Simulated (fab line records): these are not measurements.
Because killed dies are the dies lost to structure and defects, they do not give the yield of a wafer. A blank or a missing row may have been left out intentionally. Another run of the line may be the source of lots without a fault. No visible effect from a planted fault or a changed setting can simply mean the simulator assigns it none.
Problem report in the 8D (eight disciplines) form, filled by code + flow berkeley cmos170 + the parts of the form that need people (team, actions taken, sign-off) are left out

## 1. THE PROBLEM
Across 6 wafers from 2 lots, SCREENOX_OXIDE_THK at UCB170_SCREENOX_THK_MEAS_02 averages 9.8 nm, while fault-free wafers read 14.3 nm with a standard deviation of 0.32. That is -14 standard deviations from the usual mean.
Earliest sighting: wafer L174.1 on film metro-02 at day 9 11:04. The record holds 33 wafers of 11 lots with a number at this step. Rule for "out" (also "out of limits"): further than 4 standard deviations from the usual mean. All remaining wafers that have a number are taken as sound.

## 2. WHAT THIS IS AND IS NOT
| question                    | is                           | is not                                               |
|-----------------------------|------------------------------|------------------------------------------------------|
| which readings at this step | SCREENOX_OXIDE_THK           | -                                                    |
| which lots                  | L174, L175                   | L159, L160, L161, L162, L163, L164, L165, L166, L167 |
| which wafers of those lots  | all that have a number       | -                                                    |
| read on which gauges        | film metro-02, film metro-03 | film metro-04                                        |
| when                        | from day 9 11:04             | up to then (27 sound wafers)                         |

## 3. WHAT RULES OUT EACH SUSPECT
Counting: a tool stays on the suspect list if, at a process step up to the reading, it processed all lots that are out and no sound lot following the first of them.
- the gauge at UCB170_SCREENOX_THK_MEAS_02: ruled out. Those wafers that are out were read across 2 gauges (film metro-02, film metro-03).
- plasma asher-04 at UCB170_PFIELD_STRIP_08 (strips in O2): kept. It processed each lot that is out, first L174 at day 8 05:04, and no sound lot thereafter; up to then, the last sound lot it processed was L166 at day 6 15:52.
- furnace-01 at UCB170_SCREENOX_OXIDATION_01 (target thk 14.4 nm, ox time 2400 s): kept. It processed each lot that is out, first L174 at day 9 09:23, and no sound lot thereafter; up to then, the last sound lot it processed was L160 at day 6 20:50. Its own spike tc centre C, spike tc load C, spike tc source C, tube center temp C, tube_center_temp_C_max readings are out on those wafers.
The count leaves furnace-01 at UCB170_SCREENOX_OXIDATION_01 and plasma asher-04 at UCB170_PFIELD_STRIP_08.

## 4. THE CAUSE (what the simulator had put in)
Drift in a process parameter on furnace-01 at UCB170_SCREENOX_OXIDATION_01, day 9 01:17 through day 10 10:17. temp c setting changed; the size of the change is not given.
After counting, 2 suspects remain, this tool included.

## 5. THE EFFECT CHAIN, in route order
Each row: a reading whose mean over the struck wafers that have a number lies more than 3 standard deviations from the usual. Scope: only readings with a usual standard deviation given in the record; hours: median across lots of the time from each lot's start at the first step in this table that gives one to its start at this step; sigmas: change in usual standard deviations.
| hours | step                         | reading                | usual   | on struck wafers | change | sigmas      |
|-------|------------------------------|------------------------|---------|------------------|--------|-------------|
| 0     | UCB170_SCREENOX_OXIDATION_01 | spike tc centre C      | 902.1 C | 870.2            | -31.9  | -33         |
| 0     | UCB170_SCREENOX_OXIDATION_01 | spike tc load C        | 925.3 C | 892.8            | -32.5  | -27         |
| 0     | UCB170_SCREENOX_OXIDATION_01 | spike tc source C      | 925.8 C | 895.0            | -30.8  | -10         |
| 0     | UCB170_SCREENOX_OXIDATION_01 | tube center temp C     | 900 C   | 868              | -32    | -99 or more |
| 0     | UCB170_SCREENOX_OXIDATION_01 | tube_center_temp_C_max | 902.3   | 870.3            | -32.0  | -84         |
| 2     | UCB170_SCREENOX_THK_MEAS_02  | SCREENOX_OXIDE_THK     | 14.3 nm | 9.8              | -4.5   | -14         |
The process steps in it:
- UCB170_SCREENOX_OXIDATION_01: target thk 14.4 nm, ox time 2400 s.

## 6. HOW IT WOULD HAVE BEEN CAUGHT EARLIER
Counted from the fault's start at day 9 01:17, it took 10 hours until the first out-of-limits reading at a measuring or inspecting step in this record, taken at day 9 11:04.
Tool's own readings at UCB170_SCREENOX_OXIDATION_01, spike tc centre C, spike tc load C, spike tc source C, tube center temp C, tube_center_temp_C_max: out on all struck wafers the step has rows for; an alarm limit on them would have tripped on the first.
The start of UCB170_SCREENOX_OXIDATION_01 on furnace-01 came by day 9 11:04 for every one of the lots that are out (2). Holding the tool at that point would not have protected any of them.
